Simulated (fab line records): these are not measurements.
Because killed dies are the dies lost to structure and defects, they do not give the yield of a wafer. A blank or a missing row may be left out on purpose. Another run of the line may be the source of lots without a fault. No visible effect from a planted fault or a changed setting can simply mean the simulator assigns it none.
Chamber matching / flow rit cmos / 4 sister chambers for RIT_GATE_ETCH_19 on rie si-02
The step etches poly-Si in SF6/CHF3/O2, stops on SiO2, time 161.2 s, target depth 312.5 nm. 8 wafers are shown with their chamber, then 9 later ones without.

== WAFERS PAIRED WITH THEIR CHAMBERS ==
wafer=L735.5; chamber=0; throttle valve pct (%)=10.05; drypump motor current A (A)=6.1
wafer=L737.2; chamber=3; throttle valve pct (%)=10.27; drypump motor current A (A)=5.8
wafer=L739.1; chamber=3; throttle valve pct (%)=10.27; drypump motor current A (A)=5.8
wafer=L739.2; chamber=1; throttle valve pct (%)=9.96; drypump motor current A (A)=5.5
wafer=L739.5; chamber=1; throttle valve pct (%)=9.96; drypump motor current A (A)=5.6
wafer=L741.1; chamber=0; throttle valve pct (%)=10.06; drypump motor current A (A)=6.1
wafer=L741.2; chamber=2; throttle valve pct (%)=10.15; drypump motor current A (A)=6.5
wafer=L741.5; chamber=2; throttle valve pct (%)=10.14; drypump motor current A (A)=6.5

== WAFERS WITHOUT THEIR CHAMBER ==
wafer=L749.1; throttle valve pct (%)=10.04; drypump motor current A (A)=6.1
wafer=L749.5; throttle valve pct (%)=9.95; drypump motor current A (A)=5.5
wafer=L749.6; throttle valve pct (%)=10.14; drypump motor current A (A)=6.5
wafer=L751.1; throttle valve pct (%)=10.27; drypump motor current A (A)=5.8
wafer=L751.2; throttle valve pct (%)=9.95; drypump motor current A (A)=5.6
wafer=L751.4; throttle valve pct (%)=10.14; drypump motor current A (A)=6.5
wafer=L753.2; throttle valve pct (%)=9.98; drypump motor current A (A)=5.5
wafer=L753.3; throttle valve pct (%)=10.15; drypump motor current A (A)=6.5
wafer=L753.6; throttle valve pct (%)=10.14; drypump motor current A (A)=6.5

== THE CHAMBER EACH PASSED THROUGH ==
wafer=L749.1; from the rows above=0; in truth=0
wafer=L749.5; from the rows above=1; in truth=1
wafer=L749.6; from the rows above=2; in truth=2
wafer=L751.1; from the rows above=3; in truth=3
wafer=L751.2; from the rows above=1; in truth=1
wafer=L751.4; from the rows above=2; in truth=2
wafer=L753.2; from the rows above=1; in truth=1
wafer=L753.3; from the rows above=2; in truth=2
wafer=L753.6; from the rows above=2; in truth=2
Placed correctly: 9 of 9. Number that these rows cannot place: 0. Wrongly placed: 0.
How it was worked out, from the rows above alone: a wafer's distance from a chamber is the root of the sum, over the readings, of the square of ((its reading less the chamber's mean) divided by the reading's scatter). If the next closest chamber is less than 2 further off than the closest, the wafer can't be placed; otherwise it belongs to the closest. A chamber's mean is the mean of its shown wafers. How the scatter is found: for the shown wafers, subtract from each reading the mean of its chamber, square and add these, divide the total by (wafers less chambers), then take the root.
